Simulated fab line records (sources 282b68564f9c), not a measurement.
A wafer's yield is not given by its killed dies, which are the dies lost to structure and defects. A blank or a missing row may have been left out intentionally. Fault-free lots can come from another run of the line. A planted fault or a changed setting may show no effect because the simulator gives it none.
Struck lot and sound lot, side by side / flow ritCmos / 28 out of 202 route steps
Sound: these wafers, L600.1, L600.2, L600.6. Struck: wafer L611.3 (L611.2, L611.5, from the same lot, were not struck and are left out); the cause is given at the end.
Order at every step that has rows: each side's tool, ch and its chambers, its first start. Under that, the readings that differ: sound wafers / struck wafers / difference of the means / sigmas: that difference in standard deviations of wafers without a fault.
alike: readings with means less than 2 such deviations apart, plus words and numbers identical on both sides. not compared: withheld readings, readings lacking a value on some wafer, bounds such as >300 that could conceal the same value, and numbers that have no deviation in the record and whose values overlap.
A row with sigmas, a row that says differs or no value, or rows on one side alone: a step with any of these is where the two part. Non-overlapping numbers with no deviation appear without sigmas and do not part them. A reading missing from all wafers of one side parts the sides only when that side holds two or more wafers.

RIT_SDANNEAL_RTA_03: time 5 s.
  sound on rtpAnneal-02 ch 0, day 3 06:35; struck on rtpAnneal-01 ch 0, day 5 11:19
reading=chamberO2Ppm; sound=2.016 2.022 2.056; struck=1.989; difference=-0.042; sigmas=-2
  alike: wafer_temp_C_max
RIT_SDANNEAL_RS_MEAS_04: uses a four-point probe to measure.
  sound: filmMetro-01 at day 3 06:38; struck: filmMetro-04 at day 5 11:23
  alike: PSD_RS
RIT_SDANNEAL_RS_MEAS_05: uses a four-point probe to measure.
  sound: filmMetro-01 at day 3 06:46; struck: filmMetro-04 at day 5 11:31
  alike: NSD_RS
RIT_SDANNEAL_RS_MEAS_06: uses a four-point probe to measure.
  sound: filmMetro-01 at day 3 06:53; struck: filmMetro-04 at day 5 11:38
  alike: PLDD_RS
RIT_SDANNEAL_RS_MEAS_07: uses a four-point probe to measure.
  sound: filmMetro-01 at day 3 07:00; struck: filmMetro-04 at day 5 11:45
  alike: NLDD_RS
then, 1 step without rows for these wafers: RIT_SILICIDE_WET_ETCH_00 (etches SiO2 in BOE, target depth 14 nm, time 15 s).
RIT_SILICIDE_SPUTTER_01: material Ti, target thk 30 nm, time 240 s.
  sound: pvdSputter-01 at day 3 07:08; struck: pvdSputter-01 at day 5 11:52
  alike: cathodeDcPowerW, throttleValvePct
RIT_SILICIDE_RS_MEAS_02: uses a four-point probe to measure.
  sound: filmMetro-04 at day 3 07:17; struck: filmMetro-03 at day 5 12:02
  alike: SILICIDE_TI_RS
RIT_SILICIDE_THK_MEAS_03: measures by xrf.
  sound: filmMetro-04 at day 3 07:25; struck: filmMetro-03 at day 5 12:09
  alike: SILICIDE_TI_THK
RIT_SILICIDE_RTA_04: time 10 s, ramp up 5 s, ramp down 5 s.
  sound on rtpAnneal-01 ch 0, day 3 07:28; struck on rtpAnneal-02 ch 0, day 5 12:13
  alike: chamberO2Ppm, wafer_temp_C_max
then, 1 step without rows for these wafers: RIT_SILICIDE_WET_ETCH_05 (etches Ti in SPM, time 120 s).
RIT_SILICIDE_RTA_06: time 10 s, ramp up 5 s, ramp down 10 s.
  sound on rtpAnneal-02 ch 0, day 3 07:35; struck on rtpAnneal-01 ch 0, day 5 12:19
  alike: chamberO2Ppm, wafer_temp_C_max
RIT_CONTACT_CVD_00: deposits SiO2 from TEOS, target thk 400 nm, time 61 s.
  sound on pecvd-03 ch 0,1,2, day 3 07:39; struck on pecvd-04 ch 1, day 5 12:22
reading=model.SiO2_of_CONTACT_CVD_00.thkNm (nm); sound=398.4 391.5 406.2; struck=519.5; difference=+120.8; sigmas=
  alike: heaterPowerW
RIT_CONTACT_THK_MEAS_01:
  sound: filmMetro-03 at day 3 07:42; struck: filmMetro-03 at day 5 12:26
reading=CONTACT_TEOS_THK (nm); sound=398 392 406; struck=519; difference=+120; sigmas=+25
then, 6 steps without rows for these wafers: RIT_CONTACT_HMDS_02 (prime time 60 s); RIT_CONTACT_COAT_03 (resist thk 982.9 nm); RIT_CONTACT_SOFTBAKE_04 (time 60 s); RIT_CONTACT_EXPOSE_05 (exposes mask M11, target cd 1000 nm); RIT_CONTACT_PEB_06; RIT_CONTACT_DEVELOP_07 (develop time 120 s).
RIT_CONTACT_CD_MEAS_08: target cd 1000 nm.
  sound: cdSem-01 at day 3 08:57; struck: cdSem-02 at day 5 13:34
reading=cdNm (nm); sound=994.9 992.4 992.6; struck=999.3; difference=+6.0; sigmas=+2
RIT_CONTACT_OVL_MEAS_09:
  sound: overlay-02 at day 3 09:04; struck: overlay-01 at day 5 13:40
  alike: CONTACT_OVL
then, 1 step without rows for these wafers: RIT_CONTACT_HARDBAKE_10 (time 60 s).
RIT_CONTACT_ETCH_11: etches SiO2 in CHF3/CF4/Ar, stops on TiSi2, target depth 480 nm, time 320 s.
  sound on rieDiel-01 ch 1,2, day 3 09:16; struck on rieDiel-03 ch 2, day 5 13:51
reading=drypumpMotorCurrentA (A); sound=5.8 5.3 5.3; struck=6.7; difference=+1.2; sigmas=+2
reading=model.CONTACT.featureDepthNm (nm); sound=398.4 391.5 406.2; struck=483.8; difference=+85.1; sigmas=
reading=model.etch.depthNm (nm); sound=398.4 391.5 406.2; struck=483.8; difference=+85.1; sigmas=
  alike: oesProductAu, throttleValvePct
  not compared: rfHoursCounterH
RIT_CONTACT_STRIP_12: strips in O2, time 180 s.
  sound on plasmaAsher-01 ch 0,1, day 3 09:27; struck on plasmaAsher-01 ch 1, day 5 14:03
  alike: drypumpMotorCurrentA
  not compared: rfHoursCounterH
RIT_CONTACT_CD_MEAS_90: target cd 1000 nm.
  sound: cdSem-01 at day 3 09:38; struck: cdSem-01 at day 5 14:14
reading=cdNm (nm); sound=995.0 992.4 992.6; struck=999.5; difference=+6.2; sigmas=+2
RIT_CONTACT_CLEAN_13: cleans in SC1, time 600 s.
  sound on wetBench-02 ch 2, day 3 09:45; struck on wetBench-01 ch 0, day 5 14:20
reading=model.SiO2_of_CONTACT_CVD_00.thkNm (nm); sound=394.3 387.4 402.1; struck=515.4; difference=+120.8; sigmas=
then, 1 step without rows for these wafers: RIT_CONTACT_CLEAN_14 (cleans in SC2, time 600 s).

== WHERE THEY PART ==
First at RIT_SDANNEAL_RTA_03; last, within this record, at RIT_CONTACT_CD_MEAS_90.

WHY: whatever the simulator had introduced
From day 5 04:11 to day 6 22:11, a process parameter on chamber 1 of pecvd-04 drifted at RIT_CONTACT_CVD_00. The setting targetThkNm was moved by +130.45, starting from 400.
